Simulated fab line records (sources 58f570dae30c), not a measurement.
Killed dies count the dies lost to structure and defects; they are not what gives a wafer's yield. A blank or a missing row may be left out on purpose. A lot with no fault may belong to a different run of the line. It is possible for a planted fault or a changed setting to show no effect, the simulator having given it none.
Which tool did it? -- flow berkeley_cmos170 -- Sampling: 14 lots, 42 wafers, 6 of 331 route steps

## WHAT THE GAUGES READ, wafer by wafer
UCB170_PFIELD_OVL_MEAS_06.
lot,measured,on,PFIELD_OVL (nm)
L554,day 4 13:40,overlay-02,-10 2 2
L555,day 4 13:49,overlay-01,6 -2 4
L556,day 4 16:10,overlay-02,-3 -7 -5
L558,day 4 19:20,overlay-01,9 14 6
L560,day 5 06:55,overlay-01,-7 -2 6
L559,day 5 07:02,overlay-02,-4 7 -3
L562,day 5 13:38,overlay-01,5 4 -1
L561,day 5 14:23,overlay-02,4 6 12
L564,day 5 22:03,overlay-01,1 0 -4
L565,day 6 09:37,overlay-02,-6 -7 -8
L566,day 6 09:54,overlay-02,-3 0 -1
L567,day 6 15:26,overlay-02,13 5 9
L568,day 6 20:03,overlay-02,3 2 -5
L577,day 9 01:07,overlay-02,-4 4 10

UCB170_FIELD_THK_MEAS_91.
lot,measured,on,FIELD_OXIDE_LEFT_2_THK (nm)
L554,day 5 17:10,film_metro-03,335 340 334
L555,day 5 16:54,film_metro-03,347 345 344
L556,day 5 16:57,film_metro-01,348 336 343
L558,day 6 00:44,film_metro-04,357 345 351
L560,day 6 08:59,film_metro-01,355 364 355
L559,day 6 10:10,film_metro-03,372 368 366
L562,day 6 18:38,film_metro-04,356 359 361
L561,day 6 18:32,film_metro-01,366 379 364
L564,day 7 05:28,film_metro-03,348 341 344
L565,day 7 13:34,film_metro-04,357 356 361
L566,day 7 13:52,film_metro-03,353 358 349
L567,day 8 01:25,film_metro-03,358 363 351
L568,day 8 01:41,film_metro-03,366 355 349
L577,day 10 05:11,film_metro-04,367 375 363

UCB170_M1_RS_MEAS_01: the measuring method here is four-point-probe.
lot,measured,on,M1_AL_RS (ohm/sq)
L554,day 7 02:31,film_metro-01,0.0489 0.0483 0.0480
L555,day 6 22:06,film_metro-01,0.0486 0.0486 0.0484
L556,day 7 02:52,film_metro-03,0.0492 0.0495 0.0492
L558,day 7 07:02,film_metro-01,0.0481 0.0482 0.0483
L560,day 7 14:41,film_metro-03,0.0490 0.0488 0.0489
L559,day 7 14:25,film_metro-02,0.0490 0.0486 0.0483
L562,day 8 03:45,film_metro-02,0.0485 0.0478 0.0483
L561,day 8 05:39,film_metro-02,0.0487 0.0496 0.0495
L564,day 8 12:08,film_metro-02,0.0489 0.0483 0.0487
L565,day 9 01:41,film_metro-03,0.0241 0.0241 0.0241
L566,day 9 01:31,film_metro-02,0.0489 0.0495 0.0490
L567,day 9 10:47,film_metro-03,0.0486 0.0494 0.0495
L568,day 9 10:56,film_metro-02,0.0242 0.0237 0.0238
L577,day 11 16:25,film_metro-03,0.0491 0.0485 0.0486

UCB170_M1_THK_MEAS_02: measures by xrf.
lot,measured,on,M1_AL_THK (nm)
L554,day 7 02:37,film_metro-01,611 624 623
L555,day 6 22:13,film_metro-01,617 615 618
L556,day 7 02:59,film_metro-03,606 598 605
L558,day 7 07:10,film_metro-01,624 625 625
L560,day 7 14:48,film_metro-03,604 608 609
L559,day 7 14:32,film_metro-02,613 619 625
L562,day 8 03:51,film_metro-02,623 625 620
L561,day 8 05:45,film_metro-02,616 606 605
L564,day 8 12:15,film_metro-02,613 622 618
L565,day 9 01:49,film_metro-03,1225 1233 1229
L566,day 9 01:37,film_metro-02,611 610 614
L567,day 9 10:53,film_metro-03,615 606 606
L568,day 9 11:03,film_metro-02,1232 1260 1257
L577,day 11 16:32,film_metro-03,606 617 614

## WHAT TOOL EACH LOT RAN ON (gives the tool, then ch and the chambers of the sampled wafers, and finally the start)
lot,UCB170_PSD_STRIP_09,UCB170_M1_SPUTTER_00
L554,"plasma_asher-01 ch 0,1, day 6 11:41","pvd_sputter-04, day 7 02:25"
L555,"plasma_asher-01 ch 0,1, day 6 11:24","pvd_sputter-04, day 6 22:02"
L556,"plasma_asher-03 ch 0,1, day 6 11:40","pvd_sputter-02, day 7 02:47"
L558,"plasma_asher-01 ch 0,1, day 6 22:33","pvd_sputter-01, day 7 06:59"
L560,"plasma_asher-04 ch 0,1, day 7 04:05","pvd_sputter-01, day 7 14:37"
L559,"plasma_asher-01 ch 0,1, day 7 04:12","pvd_sputter-02, day 7 14:20"
L562,"plasma_asher-03 ch 0,1, day 7 18:43","pvd_sputter-04, day 8 03:38"
L561,"plasma_asher-04 ch 0,1, day 7 19:11","pvd_sputter-01, day 8 05:33"
L564,"plasma_asher-03 ch 0,1, day 8 03:41","pvd_sputter-04, day 8 12:04"
L565,"plasma_asher-03 ch 0,1, day 8 12:22","pvd_sputter-02, day 9 01:24"
L566,"plasma_asher-01 ch 0,1, day 8 12:06","pvd_sputter-04, day 9 01:24"
L567,"plasma_asher-04 ch 0,1, day 9 01:29","pvd_sputter-01, day 9 10:41"
L568,"plasma_asher-01 ch 0,1, day 9 01:20","pvd_sputter-01, day 9 10:38"
L577,"plasma_asher-01 ch 0,1, day 11 07:59","pvd_sputter-04, day 11 16:20"
- UCB170_PSD_STRIP_09: strips in O2.
- UCB170_M1_SPUTTER_00: material Al, target thk 600 nm, time 80 s.

## AS READ BY THE TOOLS THEMSELVES (means over the sampled wafers that have a number; for cases with no such wafer, the mark the record gives instead)
UCB170_PSD_STRIP_09.
lot,tool,drypump_motor_current_A (A),oes_product_au (a.u.),strip_time_to_endpoint_s (s)
L554,plasma_asher-01,5.2,0.605,29.49
L555,plasma_asher-01,5.5,0.601,29.37
L556,plasma_asher-03,5.5,0.598,29.37
L558,plasma_asher-01,5.2,0.600,29.43
L560,plasma_asher-04,6.4,0.600,29.34
L559,plasma_asher-01,5.2,0.602,29.43
L562,plasma_asher-03,5.5,0.601,29.48
L561,plasma_asher-04,6.4,0.598,29.50
L564,plasma_asher-03,5.5,0.601,29.35
L565,plasma_asher-03,5.3,0.599,29.35
L566,plasma_asher-01,5.5,0.600,29.45
L567,plasma_asher-04,6.3,0.601,29.51
L568,plasma_asher-01,5.5,0.602,29.54
L577,plasma_asher-01,5.2,0.600,29.38

UCB170_M1_SPUTTER_00.
lot,tool,throttle_valve_pct (%)
L554,pvd_sputter-04,30.0
L555,pvd_sputter-04,30.5
L556,pvd_sputter-02,30.2
L558,pvd_sputter-01,30.3
L560,pvd_sputter-01,30.0
L559,pvd_sputter-02,29.6
L562,pvd_sputter-04,29.4
L561,pvd_sputter-01,30.2
L564,pvd_sputter-04,30.0
L565,pvd_sputter-02,30.9
L566,pvd_sputter-04,29.9
L567,pvd_sputter-01,30.0
L568,pvd_sputter-01,30.3
L577,pvd_sputter-04,30.5

## THE ANSWER, worked out from the rows above alone
Rule: the usual values come from the lots themselves. Put in order of their means at a reading, lots are off if they are a third of the lots or fewer, leave a main group of 4 or more, and stand apart from it by a gap of 3 or more times the standard deviation of the main group's means; of several such gaps the widest counts. If all means in a main group match to the digits the tables above print for the reading, that group is not used. A lot without any number at a reading at which 4 lots or more have one is off too. Where the step has rows for the other lots, those lots are counted as sound. The gauges are gone through in route order, then the tools' own readings, and for those a lot's mean is taken as printed above. At the first step where some lot is off, the reading lying furthest off is the one used; lots without a number count as furthest.
Off: L565, L568, at UCB170_M1_RS_MEAS_01 (M1_AL_RS). Main group: mean 0.0488 ohm/sq, sd 0.00038.
If a tool, at a process step before that reading, ran all the lots that are off and no sound lot after the first of them, it fits. Gauges at UCB170_M1_RS_MEAS_01: tried the same way as those tools. No candidate that was tried fits.

## WHAT WAS PUT IN BY THE SIMULATOR
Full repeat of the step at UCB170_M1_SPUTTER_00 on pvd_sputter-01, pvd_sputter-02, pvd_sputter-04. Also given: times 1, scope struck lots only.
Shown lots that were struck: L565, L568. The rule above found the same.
